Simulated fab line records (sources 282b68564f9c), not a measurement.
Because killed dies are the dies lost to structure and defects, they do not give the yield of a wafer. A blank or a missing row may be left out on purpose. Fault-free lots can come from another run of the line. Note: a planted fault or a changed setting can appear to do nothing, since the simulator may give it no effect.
fab line records | flow rit_cmos
record: lots: 5 wafers: 23
route steps=202 shown PSD@147 PLDD@159 M1@188
start_h: the number of hours between the record's first day and the start of the first shown wafer of the lot | wait_h: hours from the lot's prior step to this one | " identical to the entry in the row above | L1.1+2: one row covering several wafers at once | - no value present, or no start provided | * or withheld: withheld | < > ~ a bound
route shown NAME@n: NAME is a module with steps in the file, n the number in the route of the first one | usual: mean/standard deviation taken from wafers without a fault | same: alike in all rows | chamber/n: place in a boat | sites: per-site readings | _std_site: their standard deviation | _edge_site: the outer-site mean with the inner-site mean subtracted | radius_mm: how far each site lies from the wafer's centre | mask NAME#n: copy n | behind: tool/chamber where the wafer was last shaped | hold: why the lot went on hold/how many hours it stayed there/how the hold came to an end | device: names the non-switching transistor (n, p or np) | end of line: tests run on the same wafers once the route is complete | a step without rows: its recipe alone | killed: at the first sort, the dies lost to defects and structure; wafer yield is something else | map: the dies of a wafer, with x for killed, . for not killed, _ for no die there
set.NAME: setting as actually run; set.NAME@STEP: the setting as run at that earlier step | model.NAME: the simulator's own value behind a step, which no gauge read
lots whose settings were changed on purpose; a table a step, a row a wafer
== steps ==
step: RIT_PSD_DEVELOP_05
recipe: resist: NOVOLAK develop_time_s: 50 dev_temp_c: 23
columns lot.wafer tool chamber start_h wait_h set.dev_temp_c
L074.2+4+6 litho_track-04 0 - - 23
L077.1+4 litho_track-03 0 - - 26.24
L077.3+5+6 " 0 " " 23
L078.1+3+5 litho_track-04 0 - - 20.38
L078.2+4 " 0 " " 23
L080.2+6 litho_track-04 0 - - 26.32
L080.3+4+5 " 0 " " 23
L081.1+3+5 litho_track-02 0 - - 25.34
L081.2+4 " 0 " " 23
step: RIT_PSD_HARDBAKE_07
recipe: resist: NOVOLAK temp_c: 140 time_s: 60
step: RIT_SDANNEAL_RS_MEAS_06
recipe: thk_meas_gauge: four-point-probe
usual: PLDD_RS: 179.0/0.47
columns lot.wafer tool chamber start_h wait_h set.energy_kev@PLDD_IMPLANT_08 PLDD_RS[ohm/sq]
L074.2 film_metro-03 - 55.12 0.1 20 179.1
L074.4 " - " " 20 179.2
L074.6 " - " " 20 178.4
L077.1 film_metro-03 - 68.20 0.1 20 178.8
L077.3 " - " " 20 179.1
L077.4 " - " " 20 178.6
L077.5 " - " " 19.42 180.7
L077.6 " - " " 19.42 180.5
L078.1 film_metro-03 - 72.24 0.1 19.47 180.7
L078.2 " - " " 19.47 180.9
L078.3 " - " " 20 179.1
L078.4 " - " " 20 178.8
L078.5 " - " " 20 179.0
L080.2 film_metro-01 - 81.52 0.1 20.76 176.6
L080.3 " - " " 20.76 176.1
L080.4 " - " " 20 179.3
L080.5 " - " " 20 178.5
L080.6 " - " " 20 179.2
L081.1 film_metro-01 - 87.90 0.1 19.36 181.3
L081.2 " - " " 19.36 180.7
L081.3 " - " " 20 179.3
L081.4 " - " " 20 179.1
L081.5 " - " " 20 179.3
step: RIT_M1_COAT_04
recipe: resist: NOVOLAK spin_rpm: 2000 resist_thk_nm: 1300
columns lot.wafer tool chamber start_h wait_h set.resist_thk_nm model.NOVOLAK_of_M1_COAT_04.thk_nm
L074.2 litho_track-02 0 58.73 0.1 1300 1300
L074.4+6 " 0 " " 1300 1303
L077.1 litho_track-04 0 72.12 0.1 1300 1306
L077.3+5 " 0 " " 1348 1354
L077.4+6 " 0 " " 1300 1307
L078.1 litho_track-02 0 76.01 0.1 1275 1278
L078.2 " 0 " " 1300 1298
L078.3 " 0 " " 1275 1277
L078.4 " 0 " " 1300 1299
L078.5 " 0 " " 1300 1301
L080.2+6 litho_track-04 0 85.29 0.1 1300 1303
L080.3 " 0 " " 1361 1368
L080.4 " 0 " " 1361 1363
L080.5 " 0 " " 1300 1304
L081.1 litho_track-01 0 91.65 0.1 1300 1300
L081.2 " 0 " " 1371 1371
L081.3+4 " 0 " " 1300 1303
L081.5 " 0 " " 1371 1374
step: RIT_M1_SOFTBAKE_05
recipe: resist: NOVOLAK temp_c: 90 time_s: 60
step: RIT_M1_EXPOSE_06
recipe: mask_id: M12 na: 0.6 source_shape: conventional sigma_outer: 0.5 target_cd_nm: 2600 dose_mj: 250
step: RIT_M1_PEB_07
recipe: resist: NOVOLAK temp_c: withheld time_s: withheld
step: RIT_M1_DEVELOP_08
recipe: resist: NOVOLAK develop_time_s: 69.88 dev_temp_c: 23
step: RIT_M1_CD_MEAS_09
recipe: target_cd_nm: 2600
usual: cd_nm: 2600.2/1.8
columns lot.wafer tool chamber start_h wait_h set.resist_thk_nm@M1_COAT_04 cd_nm
L074.2 cd_sem-02 - 59.60 - 1300 2597.7
L074.4 " - " " 1300 2600.0
L074.6 " - " " 1300 2598.0
L077.1 cd_sem-02 - 72.97 - 1300 2596.6
L077.3 " - " " 1348 2603.0
L077.4 " - " " 1300 2600.3
L077.5 " - " " 1348 2602.3
L077.6 " - " " 1300 2599.6
L078.1 cd_sem-02 - 76.74 - 1275 2597.6
L078.2 " - " " 1300 2599.4
L078.3 " - " " 1275 2598.3
L078.4 " - " " 1300 2599.7
L078.5 " - " " 1300 2599.6
L080.2 cd_sem-01 - 86.21 - 1300 2599.2
L080.3 " - " " 1361 2605.6
L080.4 " - " " 1361 2606.8
L080.5 " - " " 1300 2601.9
L080.6 " - " " 1300 2600.0
L081.1 cd_sem-02 - 92.50 - 1300 2598.7
L081.2 " - " " 1371 2601.1
L081.3 " - " " 1300 2596.9
L081.4 " - " " 1300 2596.5
L081.5 " - " " 1371 2604.7
step: RIT_M1_HARDBAKE_11
recipe: resist: NOVOLAK temp_c: 140 time_s: 120
columns lot.wafer tool chamber start_h wait_h set.resist_thk_nm@M1_COAT_04 model.NOVOLAK_of_M1_COAT_04.thk_nm
L074.2 litho_track-02 0 59.78 0.1 1300 1137
L074.4 " 0 " " 1300 1140
L074.6 " 0 " " 1300 1139
L077.1 litho_track-04 0 73.13 0.0 1300 1142
L077.3+5 " 0 " " 1348 1183
L077.4+6 " 0 " " 1300 1143
L078.1 litho_track-01 0 76.89 0.0 1275 1118
L078.2 " 0 " " 1300 1135
L078.3 " 0 " " 1275 1117
L078.4 " 0 " " 1300 1136
L078.5 " 0 " " 1300 1138
L080.2 litho_track-04 0 86.68 0.4 1300 1139
L080.3 " 0 " " 1361 1195
L080.4 " 0 " " 1361 1191
L080.5 " 0 " " 1300 1141
L080.6 " 0 " " 1300 1140
L081.1 litho_track-02 0 92.68 0.0 1300 1137
L081.2 " 0 " " 1371 1198
L081.3 " 0 " " 1300 1139
L081.4 " 0 " " 1300 1140
L081.5 " 0 " " 1371 1201
step: RIT_M1_METAL_ETCH_12
recipe: stop_on: SiO2 chemistry: Cl2/BCl3 target: Al time_s: 165 over_etch_frac: 0.5 pressure_mtorr: 100 target_depth_a: 6000 rf_w: 250 Cl2_flow_sccm: 60 bcl3_flow_sccm: 50
columns lot.wafer tool chamber start_h wait_h set.rf_w set.resist_thk_nm@M1_COAT_04 model.NOVOLAK_of_M1_COAT_04.thk_nm
L074.2 rie_metal-04 0 60.04 0.2 250 1300 798.1
L074.4 " 0 " " 250 1300 802.2
L074.6 " 0 " " 250 1300 797.5
L077.1 rie_metal-02 1 73.38 0.2 250 1300 819.8
L077.3 " 0 " " 221.3 1348 901
L077.4 " 1 " " 221.3 1300 859.1
L077.5 " 1 " " 250 1348 862.6
L077.6 " 0 " " 250 1300 824
L078.1 rie_metal-03 1 77.14 0.2 236 1275 816.7
L078.2 " 0 " " 250 1300 809.6
L078.3 " 0 " " 250 1275 788
L078.4 " 1 " " 250 1300 816.9
L078.5 " 1 " " 236 1300 835.4
L080.2 rie_metal-02 1 86.89 0.2 250 1300 828.1
L080.3 " 0 " " 250 1361 883.7
L080.4 " 1 " " 250 1361 877.1
L080.5 " 1 " " 250 1300 826.4
L080.6 " 0 " " 250 1300 827.1
L081.1 rie_metal-03 0 92.93 0.2 269.3 1300 786.4
L081.2 " 1 " " 269.3 1371 858.6
L081.3 " 0 " " 250 1300 814
L081.4 " 1 " " 269.3 1300 799.5
L081.5 " 0 " " 250 1371 876.9
== key ==
split: step: RIT_PSD_DEVELOP_05 setting: dev_temp_c stated: 23 by: wafer
response none clear
split: step: RIT_M1_COAT_04 setting: resist_thk_nm stated: 1300 by: wafer
response: step: RIT_M1_COAT_04 reading: model.NOVOLAK_of_M1_COAT_04.thk_nm change: +12.9 per: 1% r: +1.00
response: step: RIT_M1_CD_MEAS_09 reading: cd_nm change: +1.08 per: 1% r: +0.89
response: step: RIT_M1_HARDBAKE_11 reading: model.NOVOLAK_of_M1_COAT_04.thk_nm change: +11.1 per: 1% r: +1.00
response: step: RIT_M1_METAL_ETCH_12 reading: model.NOVOLAK_of_M1_COAT_04.thk_nm change: +12 per: 1% r: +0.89
split: step: RIT_M1_METAL_ETCH_12 setting: rf_w stated: 250 by: wafer
response: step: RIT_M1_METAL_ETCH_12 reading: model.NOVOLAK_of_M1_COAT_04.thk_nm slope: -3.26 per: 1% together_with: resist_thk_nm@M1_COAT_04 explained: 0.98
split outside_this_file step=RIT_PLDD_IMPLANT_08 setting=energy_kev
split outside_this_file: this setting was split too, and the file shows its column; the key of that split is in another file
